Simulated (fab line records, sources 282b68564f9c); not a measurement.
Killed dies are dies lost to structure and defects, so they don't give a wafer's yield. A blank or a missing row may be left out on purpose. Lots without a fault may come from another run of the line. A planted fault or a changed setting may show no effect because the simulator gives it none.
Which tool did it? | flow rit_cmos | 15 lots, 45 wafers sampled, at 5 steps of a route of 202

WHAT THE GAUGES READ, wafer by wafer
RIT_FOX2_THK_MEAS_01. Usual: FOX2_OXIDE_THK 350 nm, standard deviation 6.1.
lot  | measured    | on            | FOX2_OXIDE_THK (nm) | flag
L350 | day 2 00:40 | film_metro-02 | 352 353 349         |
L352 | day 2 11:22 | film_metro-02 | 345 347 345         |
L353 | day 2 15:41 | film_metro-01 | 351 357 350         |
L354 | day 2 19:26 | film_metro-01 | 355 352 353         |
L357 | day 3 11:52 | film_metro-02 | 339 348 345         |
L358 | day 3 15:23 | film_metro-02 | 354 361 358         |
L361 | day 4 08:06 | film_metro-02 | 358 344 347         |
L362 | day 4 11:29 | film_metro-01 | 352 360 354         |
L363 | day 4 17:20 | film_metro-02 | 343 344 344         |
L364 | day 4 22:50 | film_metro-02 | 352 356 355         |
L365 | day 5 03:42 | film_metro-02 | 345 347 342         |
L366 | day 5 07:26 | film_metro-02 | 348 339 342         |
L369 | day 5 22:55 | film_metro-02 | 346 344 344         |
L370 | day 6 03:26 | film_metro-02 | 346 343 347         |
L371 | day 6 09:04 | film_metro-02 | 352 351 355         |

RIT_NWELL_OVL_MEAS_06. Usual: NWELL_OVL 0.5 nm, standard deviation 1.7.
lot  | measured    | on         | NWELL_OVL (nm) | flag
L350 | day 2 02:43 | overlay-02 | 0.7 1.5 0.9    |
L352 | day 2 13:11 | overlay-01 | 0.7 -0.6 1.8   |
L353 | day 2 17:31 | overlay-01 | 0.6 -0.3 1.2   |
L354 | day 2 21:16 | overlay-02 | -1.8 -0.8 -4.0 |
L357 | day 3 13:41 | overlay-01 | -0.2 3.2 2.7   |
L358 | day 3 17:16 | overlay-02 | -0.3 -0.6 0.4  |
L361 | day 4 10:06 | overlay-01 | 0.1 -0.8 -1.1  |
L362 | day 4 13:33 | overlay-02 | 2.6 1.8 -0.4   |
L363 | day 4 19:24 | overlay-02 | -1.4 -2.3 -0.7 |
L364 | day 5 00:46 | overlay-02 | 1.5 0.3 0.9    |
L365 | day 5 05:31 | overlay-01 | -0.7 0.0 0.3   |
L366 | day 5 09:27 | overlay-01 | -0.9 -0.3 -1.9 |
L369 | day 6 00:44 | overlay-01 | 1.6 -0.1 -0.4  |
L370 | day 6 05:29 | overlay-01 | 1.4 0.7 0.3    |
L371 | day 6 11:01 | overlay-01 | 3.2 3.8 2.8    |

RIT_GATE_CD_MEAS_16: target cd 150 nm. Usual: cd_nm 150.9 nm, standard deviation 2.5.
lot  | measured    | on        | cd_nm (nm)        | flag
L350 | day 2 18:52 | cd_sem-02 | 149.9 151.4 151.5 |
L352 | day 3 06:55 | cd_sem-02 | 149.0 146.1 147.3 |
L353 | day 3 10:06 | cd_sem-01 | 156.7 153.2 154.7 |
L354 | day 3 15:02 | cd_sem-01 | 151.8 150.3 150.6 |
L357 | day 4 05:00 | cd_sem-01 | 145.0 149.0 148.0 |
L358 | day 4 09:49 | cd_sem-01 | 152.0 151.6 150.1 |
L361 | day 5 01:25 | cd_sem-02 | 148.8 151.5 151.0 |
L362 | day 5 05:05 | cd_sem-01 | 146.4 149.9 148.1 |
L363 | day 5 11:33 | cd_sem-02 | 156.2 154.2 155.9 |
L364 | day 5 16:28 | cd_sem-01 | 152.1 152.0 150.7 |
L365 | day 5 20:57 | cd_sem-01 | 157.8 153.4 155.7 |
L366 | day 6 01:07 | cd_sem-01 | 152.5 151.5 148.9 |
L369 | day 6 17:11 | cd_sem-01 | 201.5 201.5 200.6 | OFF
L370 | day 6 21:06 | cd_sem-01 | 193.6 194.8 195.6 | OFF
L371 | day 7 02:39 | cd_sem-01 | 181.2 184.6 184.5 | OFF

RIT_REOX_THK_MEAS_04. Usual: REOX_OXIDE_THK 25.2 nm, standard deviation 0.55.
lot  | measured    | on            | REOX_OXIDE_THK (nm) | flag
L350 | day 2 22:39 | film_metro-01 | 25.8 25.5 25.6      |
L352 | day 3 10:44 | film_metro-02 | 24.4 24.7 24.6      |
L353 | day 3 13:54 | film_metro-01 | 25.6 25.1 25.2      |
L354 | day 3 18:40 | film_metro-01 | 24.6 24.9 24.1      |
L357 | day 4 08:49 | film_metro-02 | 24.4 24.7 25.0      |
L358 | day 4 14:04 | film_metro-01 | 25.2 24.8 25.1      |
L361 | day 5 05:02 | film_metro-02 | 25.2 25.1 25.3      |
L362 | day 5 08:48 | film_metro-02 | 24.9 24.8 25.0      |
L363 | day 5 15:11 | film_metro-04 | 25.6 26.0 25.7      |
L364 | day 5 20:07 | film_metro-04 | 26.7 26.4 26.6      |
L365 | day 6 00:35 | film_metro-02 | 25.2 25.6 25.1      |
L366 | day 6 05:13 | film_metro-02 | 25.7 26.0 25.5      |

WHICH TOOL RAN EACH LOT (tool, then ch and the chambers of the sampled wafers, then the start)
lot  | RIT_GATE_EXPOSE_13
L350 | iline_stepper-02 ch 0, day 2 18:28
L352 | iline_stepper-02 ch 0, day 3 06:31
L353 | iline_stepper-01 ch 0, day 3 09:41
L354 | iline_stepper-02 ch 0, day 3 14:38
L357 | iline_stepper-01 ch 0, day 4 04:36
L358 | iline_stepper-02 ch 0, day 4 09:25
L361 | iline_stepper-02 ch 0, day 5 01:01
L362 | iline_stepper-01 ch 0, day 5 04:41
L363 | iline_stepper-02 ch 0, day 5 11:08
L364 | iline_stepper-01 ch 0, day 5 16:03
L365 | iline_stepper-01 ch 0, day 5 20:33
L366 | iline_stepper-02 ch 0, day 6 00:43
L369 | iline_stepper-02 ch 0, day 6 16:47
L370 | iline_stepper-02 ch 0, day 6 20:42
L371 | iline_stepper-02 ch 0, day 7 02:15
- RIT_GATE_EXPOSE_13: exposes mask M6, target cd 150 nm.

WHAT THE TOOLS THEMSELVES READ (means of the sampled wafers that have a number; where no wafer has one, the mark that the record gives instead)
RIT_GATE_EXPOSE_13. Usual: exposure_dose_mJ_cm2 380.0, standard deviation 0.42.
lot  | tool             | exposure_dose_mJ_cm2 | flag
L350 | iline_stepper-02 | 380.3                |
L352 | iline_stepper-02 | 379.7                |
L353 | iline_stepper-01 | 380.0                |
L354 | iline_stepper-02 | 380.2                |
L357 | iline_stepper-01 | 379.6                |
L358 | iline_stepper-02 | 380.2                |
L361 | iline_stepper-02 | 380.0                |
L362 | iline_stepper-01 | 379.7                |
L363 | iline_stepper-02 | 379.9                |
L364 | iline_stepper-01 | 380.4                |
L365 | iline_stepper-01 | 380.2                |
L366 | iline_stepper-02 | 380.6                |
L369 | iline_stepper-02 | 342.7                | OFF
L370 | iline_stepper-02 | 350.0                | OFF
L371 | iline_stepper-02 | 356.2                | OFF

THE ANSWER, worked out from the rows above alone
Rule: a lot is off if the mean of its wafers that have a number lies more than 3 standard deviations from the usual mean. A lot without any number at a reading at which 4 lots or more have one is off too. The other lots that the step has rows for count as sound. The gauges are gone through in route order, then the tools' own readings, and for those a lot's mean is taken as printed above. The first step at which some lot is off is used, and at that step the reading that is off furthest; a lot without a number counts as furthest.
Off: L369, L370, L371, at RIT_GATE_CD_MEAS_16 (cd_nm).
A tool fits if, at a process step before that reading, it ran every lot that is off, and no sound lot after the first of them. The gauges at RIT_GATE_CD_MEAS_16 aren't tried: what is off there is off at RIT_GATE_EXPOSE_13 too, on other tools, and a gauge's error can't cause that. One fits: iline_stepper-02 at RIT_GATE_EXPOSE_13. Its last sound lot is L366 (day 6 00:43), its first lot that is off L369 (day 6 16:47): a fault that began between those two fits.
The tool's own readings at RIT_GATE_EXPOSE_13 bear it out: on the lots that are off they differ by more than 5 times the standard deviation of the sound lots' means. exposure_dose_mJ_cm2 reads 349.6 there against 380.1 on the sound lots.

WHAT THE SIMULATOR HAD PUT IN
Process parameter drift: iline_stepper-02, from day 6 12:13 on, at RIT_GATE_EXPOSE_13. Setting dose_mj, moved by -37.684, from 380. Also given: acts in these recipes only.
Lots struck among those shown: L369, L370, L371. The rule above found the same.
